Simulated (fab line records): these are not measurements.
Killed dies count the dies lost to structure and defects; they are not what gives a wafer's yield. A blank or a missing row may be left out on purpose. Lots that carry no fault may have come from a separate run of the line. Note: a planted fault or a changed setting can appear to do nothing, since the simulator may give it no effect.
One fault seen from 2 desks    flow berkeleyCmos170    only its own numbers are on each desk; what lay behind them is given at the end

## FROM THE METROLOGY DESK
Means of the sampled wafers that have a number, per lot and without regard to the tool the lot ran on: this is what the gauges read. A lot is out of limits, marked OUT, if its mean lies more than 4 standard deviations from the usual mean; the brackets give that distance. Readings shown: 7 of its 9, picked as those furthest out on some lot.
Columns: A = PWELL_OVL at UCB170_PWELL_OVL_MEAS_13, usual 0 nm; B = PWELL_TW at UCB170_PWELL_TW_MEAS_17, usual 378; C = ACTIVE_OXIDE_THK at UCB170_ACTIVE_THK_MEAS_03, usual 26.2 nm; D = ACTIVE_NITRIDE_THK at UCB170_ACTIVE_THK_MEAS_06, usual 219.8 nm; E = cdNm at UCB170_ACTIVE_CD_MEAS_13, usual 1199.5 nm; F = cdNm at UCB170_ACTIVE_CD_MEAS_90, usual 1199.6 nm; G = PFIELD_OVL at UCB170_PFIELD_OVL_MEAS_06, usual 3 nm
lot   first seen here  A   B    C     D      E       F       G
L131  day 4 23:14      4   372  26.1  218.3  1199.0  1199.0  0
L132  day 5 12:40      0   374  25.8  221.2  1200.8  1200.8  -1
L133  day 5 16:25      -6  374  26.6  219.4  1199.2  1199.2  -3
L135  day 6 01:02      7   382  26.5  221.1  1199.6  1199.3  2
L137  day 6 11:34      1   382  24.9  221.0  1201.0  1201.3  -3
L143  day 7 20:17      -1  380  26.7  220.7  1199.9  1199.7  4
This desk's finding: nothing out of limits on any of the 6 lots.

## DESK OF THE TOOL OWNER: furnace-02
The tool's own readings at UCB170_WELLDRIVE_OXIDATION_01 (target thk 199 nm, ox time 9000 s): means of the sampled wafers that have a number, for each lot that ran on this tool. A lot is out of limits, marked OUT, if its mean lies more than 4 standard deviations from the usual mean; the brackets give that distance.
Columns: A = zonePowerLoadPct at UCB170_WELLDRIVE_OXIDATION_01, usual 42 %
lot   first seen here  A
L131  day 5 11:46      38
L132  day 5 22:22      38
L133  day 5 22:22      38
This desk's finding: nothing out of limits on any of the 3 lots.

## PUT TOGETHER
The metrology desk saw nothing out of limits.
The tool owner's desk saw nothing out of limits.

## WHAT HAD BEEN PUT IN BY THE SIMULATOR
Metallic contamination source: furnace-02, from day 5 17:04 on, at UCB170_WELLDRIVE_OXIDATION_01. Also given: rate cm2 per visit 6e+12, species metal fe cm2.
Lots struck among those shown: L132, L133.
